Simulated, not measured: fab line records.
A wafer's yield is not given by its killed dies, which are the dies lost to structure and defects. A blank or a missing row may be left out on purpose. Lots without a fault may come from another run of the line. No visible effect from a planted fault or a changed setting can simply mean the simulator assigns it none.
Which of the tools did it? ; flow berkeleyCmos170 ; 7 lots, 21 wafers sampled, at 2 steps of a route of 331

## WHAT THE GAUGES READ, wafer by wafer
UCB170_ACTIVE_THK_MEAS_06.
lot;measured;on;ACTIVE_NITRIDE_THK (nm)
L954;day 5 07:01;filmMetro-03;218.7 218.2 219.1
L956;day 5 17:08;filmMetro-04;220.0 221.1 220.3
L958;day 6 01:08;filmMetro-02;215.9 214.9 216.9
L961;day 6 01:05;filmMetro-04;219.6 219.8 218.3
L964;day 7 09:37;filmMetro-04;218.7 218.4 218.1
L973;day 8 19:19;filmMetro-03;434.6 434.6 434.2
L976;day 9 22:23;filmMetro-03;219.9 219.1 218.2

## EACH LOT AND THE TOOL THAT RAN IT (in order: tool; ch and the chambers of the sampled wafers; start)
lot;UCB170_ACTIVE_CVD_05
L954;lpcvd-02 ch 1, day 5 05:01
L956;lpcvd-01 ch 0, day 5 15:13
L958;lpcvd-01 ch 1, day 5 23:10
L961;lpcvd-01 ch 0, day 5 23:10
L964;lpcvd-02 ch 1, day 7 07:41
L973;lpcvd-02 ch 0, day 8 15:14
L976;lpcvd-01 ch 1, day 9 20:28
- UCB170_ACTIVE_CVD_05: deposits Si3N4 from SiH2Cl2/NH3, target thk 220 nm, time 3300 s.

## THE ANSWER, worked out from the rows above alone
Rule: the lots themselves supply what counts as usual. Put in order of their means at a reading, lots are off if they are a third of the lots or fewer, leave a main group of 4 or more, and stand apart from it by a gap of 3 or more times the standard deviation of the main group's means; of several such gaps the widest counts. Not used: any main group whose means are identical at the precision the tables above print for the reading. A lot without any number at a reading at which 4 lots or more have one is off too. All remaining lots with rows at the step are treated as sound.
Off: at UCB170_ACTIVE_THK_MEAS_06 (ACTIVE_NITRIDE_THK), L973. The main group has a mean of 218.6 nm with a standard deviation of 1.4.
A tool fits if, at a process step before that reading, it ran every lot that is off, and no sound lot after the first of them. Gauges at UCB170_ACTIVE_THK_MEAS_06: tried the same way as those tools. One candidate fits, namely lpcvd-02 at UCB170_ACTIVE_CVD_05. Its last sound lot is L964 (day 7 07:41), its first lot that is off L973 (day 8 15:14): a fault that began between those two fits.

## WHAT HAD BEEN PUT IN BY THE SIMULATOR
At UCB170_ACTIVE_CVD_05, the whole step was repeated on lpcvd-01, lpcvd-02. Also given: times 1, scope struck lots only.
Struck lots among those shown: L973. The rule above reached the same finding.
